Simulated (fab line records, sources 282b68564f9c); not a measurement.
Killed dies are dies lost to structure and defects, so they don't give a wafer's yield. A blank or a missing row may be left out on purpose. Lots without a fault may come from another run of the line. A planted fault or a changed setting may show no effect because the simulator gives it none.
A struck lot beside a sound one | flow rit_cmos | 15 steps out of a route of 202
Sound: wafers L866.1, L866.3, L866.4. Struck: wafers L865.1, L865.2, L865.4. The cause comes at the end.
At each step with rows: each side's tool, then ch and its chambers, then its first start. Under that, the readings that differ: sound wafers | struck wafers | difference of the means | sigmas: that difference in standard deviations of wafers without a fault.
alike: readings whose means differ by less than 2 such deviations, and words and numbers that are the same on both sides. not compared: withheld readings, readings that some wafer has no value for, bounds like >300 that may hide the same value, and numbers for which the record gives no deviation and whose values overlap.
The two part at a step that has a row with sigmas, a row that says differs or no value, or rows on one side only. Numbers that don't overlap but have no deviation are shown without sigmas and don't part them. A reading that every wafer of one side lacks parts them only if that side has two wafers or more.

first, 1 step without rows for these wafers: RIT_NLDD_IMPLANT_08.
RIT_NLDD_STRIP_09: strips in O2, time 180 s.
  sound on plasma_asher-02 ch 0,1, day 6 09:29; struck on plasma_asher-04 ch 0,1, day 6 05:29
  alike: chamber_pressure_mTorr, drypump_motor_current_A
  not compared: rf_hours_counter_h
RIT_NLDD_TW_MEAS_10:
  sound on film_metro-01, day 6 09:39; struck on film_metro-03, day 6 05:40
  alike: NLDD_TW
then, 6 steps without rows for these wafers: RIT_PLDD_HMDS_00 (prime time 60 s); RIT_PLDD_COAT_01 (resist thk 1000 nm); RIT_PLDD_SOFTBAKE_02 (time 60 s); RIT_PLDD_EXPOSE_03 (exposes mask M8, target cd 40900 nm); RIT_PLDD_PEB_04; RIT_PLDD_DEVELOP_05 (develop time 50 s).
RIT_PLDD_OVL_MEAS_06:
  sound on overlay-02, day 6 10:34; struck on overlay-01, day 6 06:42
  alike: PLDD_OVL
then, 2 steps without rows for these wafers: RIT_PLDD_HARDBAKE_07 (time 60 s); RIT_PLDD_IMPLANT_08.
RIT_PLDD_STRIP_09: strips in O2, time 180 s.
  sound on plasma_asher-03 ch 0,1, day 6 10:54; struck on plasma_asher-04 ch 0,1, day 6 07:02
  no value came back on the struck wafers for chamber_pressure_mTorr (mTorr), drypump_motor_current_A (A); on the sound wafers chamber_pressure_mTorr (mTorr) reads 3995 4004 3998
  reading                                   | sound | struck            | difference | sigmas
  model.NOVOLAK_of_PLDD_COAT_01.thk_nm (nm) | 0 0 0 | 886.4 885.3 884.6 | +885.4     |
  not compared: rf_hours_counter_h
RIT_PLDD_TW_MEAS_10:
  sound on film_metro-03, day 6 11:04; struck on film_metro-02, day 6 07:13
  alike: PLDD_TW
RIT_M1_PROBE_99:
  sound on prober-01, day 7 00:34; struck on prober-02, day 6 22:01
  reading             | sound | struck      | difference | sigmas
  killed_at_front_end | 6 5 6 | 264 264 264 | +258       | +86
  killed_dies         | 6 5 6 | 264 264 264 | +258       | +86
  killed_on_rim       | 0 1 3 | 70 70 70    | +69        | +49
  alike: killed_at_contacts, killed_open, killed_short

WHERE THEY PART
First at RIT_PLDD_STRIP_09; last, within this record, at RIT_M1_PROBE_99.

WHY: what the simulator had put in
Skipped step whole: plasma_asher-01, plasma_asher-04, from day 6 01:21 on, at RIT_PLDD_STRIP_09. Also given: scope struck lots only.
